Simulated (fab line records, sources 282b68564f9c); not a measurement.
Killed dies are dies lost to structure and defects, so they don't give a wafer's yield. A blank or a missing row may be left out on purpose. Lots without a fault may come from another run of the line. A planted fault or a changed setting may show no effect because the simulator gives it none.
Split-lot experiment | flow rit_cmos | 5 lots, 23 wafers read, on a route of 202 steps

THE SPLIT
At RIT_NLDD_COAT_01 (resist thk 1000 nm), the setting resist_thk_nm was moved away from the recipe's 1000 nm on 11 of the 23 wafers read, by -5.3% to +3.5%. The other wafers ran this setting at the recipe's value.

FROM THE SPLIT TO THE READING: what the file shows between them, 3 steps
- RIT_NLDD_SOFTBAKE_02: time 60 s
- RIT_NLDD_EXPOSE_03: exposes mask M7, target cd 40700 nm
- RIT_NLDD_DEVELOP_05: develop time 50 s

THE READING
NOVOLAK_of_NLDD_COAT_01.thk_nm (the simulator's own value, which no gauge read), in nm, at RIT_NLDD_HARDBAKE_07 (time 60 s). The file gives no usual value for it. The 12 wafers here that ran the recipe average 882.3 nm, standard deviation 2.8 nm.

wafer  | tool, chamber at the split | resist_thk_nm as run, nm | against the recipe | NOVOLAK_of_NLDD_COAT_01.thk_nm, nm | against lot-mates on the recipe
L079.1 | litho_track-02, 0          | 1024                     | +2.4%              | 901.6                              | +19.3
L079.3 | litho_track-02, 0          | 1024                     | +2.4%              | 902.3                              | +20.0
L079.4 | litho_track-02, 0          | 1000                     | recipe             | 880.8                              | -
L079.5 | litho_track-02, 0          | 1000                     | recipe             | 882.8                              | -
L079.6 | litho_track-02, 0          | 1000                     | recipe             | 883.3                              | -
L080.1 | litho_track-03, 0          | 954.5                    | -4.5%              | 840.2                              | -39.3
L080.2 | litho_track-03, 0          | 1000                     | recipe             | 880.6                              | -
L080.3 | litho_track-03, 0          | 954.5                    | -4.5%              | 840.1                              | -39.4
L080.4 | litho_track-03, 0          | 954.5                    | -4.5%              | 840.1                              | -39.4
L080.5 | litho_track-03, 0          | 1000                     | recipe             | 878.4                              | -
L081.1 | litho_track-03, 0          | 946.8                    | -5.3%              | 838.7                              | -45.8
L081.2 | litho_track-03, 0          | 946.8                    | -5.3%              | 838.8                              | -45.8
L081.3 | litho_track-03, 0          | 1000                     | recipe             | 885.4                              | -
L081.4 | litho_track-03, 0          | 946.8                    | -5.3%              | 836.6                              | -47.9
L081.5 | litho_track-03, 0          | 1000                     | recipe             | 883.7                              | -
L084.1 | litho_track-03, 0          | 1000                     | recipe             | 880.8                              | -
L084.4 | litho_track-03, 0          | 1000                     | recipe             | 878.6                              | -
L084.6 | litho_track-03, 0          | 1000                     | recipe             | 880.3                              | -
L085.2 | litho_track-03, 0          | 1035                     | +3.5%              | 916.7                              | +30.1
L085.3 | litho_track-03, 0          | 1000                     | recipe             | 887.7                              | -
L085.4 | litho_track-03, 0          | 1035                     | +3.5%              | 913.8                              | +27.2
L085.5 | litho_track-03, 0          | 1000                     | recipe             | 885.5                              | -
L085.6 | litho_track-03, 0          | 1035                     | +3.5%              | 916.5                              | +29.9

THE FIT
A straight line over all 23 wafers: NOVOLAK_of_NLDD_COAT_01.thk_nm changes by +8.87 nm for each +1% of resist_thk_nm; r = +0.99; the points scatter about the line by 2.7 nm.
The same after taking each lot's own level away (the mean of its wafers on the recipe; 23 wafers): +8.57 nm for each +1%; r = +1.00; scatter 1.1 nm.
On that fit, the largest move of resist_thk_nm shifts the reading by 46 nm.
The lots' own levels span 879.50 to 886.60 nm, that is 2.6 times the standard deviation above.
So the lot-to-lot level changes the slope little: the two slopes agree.
Check: with one of the wafers moved furthest among these (-5.3%) left out of the fit, the line predicts -46 nm for it against its lot-mates. It came out at -45.8 nm against them.

OTHER SPLITS ON THESE WAFERS
These wafers also went through other splits before the reading. Each is held against what the fit with the lots' levels taken away leaves over:
other split on the same wafers   | wafers away from the commonest value | r with NOVOLAK_of_NLDD_COAT_01.thk_nm (lot level and that fit taken away)
RIT_NRETRO_COAT_01 resist_thk_nm | 12                                   | -0.11
RIT_PRETRO_HARDBAKE_07 temp_c    | 7                                    | +0.21
RIT_GATE_CVD_08 temp_c           | 15                                   | +0.00
RIT_GATE_SOFTBAKE_12 temp_c      | 9                                    | -0.08

THE WHOLE CHAIN: every reading that the file lists as answering this split, in the file's order
step                 | what it does       | reading                                                                         | change (the file's fit)              | r (the file's)
RIT_NLDD_COAT_01     | resist thk 1000 nm | NOVOLAK_of_NLDD_COAT_01.thk_nm (the simulator's own value, which no gauge read) | +9.82 nm for each +1% of the setting | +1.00
RIT_NLDD_HARDBAKE_07 | time 60 s          | NOVOLAK_of_NLDD_COAT_01.thk_nm (the simulator's own value, which no gauge read) | +8.59 nm for each +1% of the setting | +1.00

THE FILE'S OWN FIT
NOVOLAK_of_NLDD_COAT_01.thk_nm changes by +8.59 nm for each +1% of resist_thk_nm, r = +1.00.
